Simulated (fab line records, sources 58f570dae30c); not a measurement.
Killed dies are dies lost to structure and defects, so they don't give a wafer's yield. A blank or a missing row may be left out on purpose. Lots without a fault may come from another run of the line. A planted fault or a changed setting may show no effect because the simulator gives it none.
Problem report in the 8D (eight disciplines) form, filled by code | flow berkeley_cmos170 | the parts of the form that need people (team, actions taken, sign-off) are left out

1. THE PROBLEM
ACTIVE_OVL at UCB170_ACTIVE_OVL_MEAS_14 reads a mean of 398 nm on 12 wafers of 4 lots; wafers without a fault read -3 nm with a standard deviation of 5.9. That is +68 standard deviations from the usual mean.
First seen on wafer L147.2, day 6 13:36, on overlay-02. The record holds 42 wafers of 14 lots with a number at this step. Rule for "out", or "out of limits": more than 4 standard deviations from the usual mean. The other wafers with a number count as sound.

2. WHAT IT IS AND WHAT IT IS NOT
question                    | is                     | is not
which readings at this step | ACTIVE_OVL             | -
which lots                  | L146, L147, L149, L150 | L137, L138, L139, L140, L141, L142, L143, L144, L145, L148
which wafers of those lots  | all that have a number | -
read on which gauges        | overlay-01, overlay-02 | -
when                        | from day 6 13:36       | up to then (30 sound wafers)

3. SUSPECTS, AND WHAT RULES EACH OUT
Counting: a tool at a process step up to the reading stays a suspect if it ran every lot that is out and no sound lot after the first of them.
- the gauge at UCB170_ACTIVE_OVL_MEAS_14: ruled out. The wafers that are out were read on 2 gauges (overlay-01, overlay-02).
- krf_scanner-02 at UCB170_ACTIVE_EXPOSE_10 (exposes mask ACTIVE, target cd 1200 nm): kept. It ran every lot that is out, first L147 (day 6 12:26), and no sound lot after that; its last sound lot up to then is L148 (day 6 12:20).
Left after counting: krf_scanner-02 at UCB170_ACTIVE_EXPOSE_10.

4. THE CAUSE (what the simulator had put in)
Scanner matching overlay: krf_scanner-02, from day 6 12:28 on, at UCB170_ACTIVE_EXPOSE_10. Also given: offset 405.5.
Counting left only this tool.

5. THE CHAIN OF EFFECTS, in route order
Each row: a reading whose mean over the struck wafers that have a number lies more than 3 standard deviations from the usual. Only readings for which the record gives a usual standard deviation are gone through. hours: the time from each lot's start at the first step in this table that gives one to its start at this step, as a median over the lots. sigmas: the change in usual standard deviations.
hours | step                      | reading    | usual | on struck wafers | change | sigmas
0     | UCB170_ACTIVE_OVL_MEAS_14 | ACTIVE_OVL | -3 nm | 398              | +402   | +68
Later measuring or inspecting steps at which every struck wafer that the step has a row for has a number for every such reading, and none has moved that far: UCB170_SACOX_THK_MEAS_02.

6. WHAT WOULD HAVE CAUGHT IT SOONER
In this record the first reading out of limits at a measuring or inspecting step was taken at day 6 13:36, 1 hour after the fault began at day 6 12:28.
Of the lots that are out (4), L149, L150 began UCB170_ACTIVE_EXPOSE_10 on krf_scanner-02 after day 6 13:36. A hold on the tool at that time would have spared those 2.
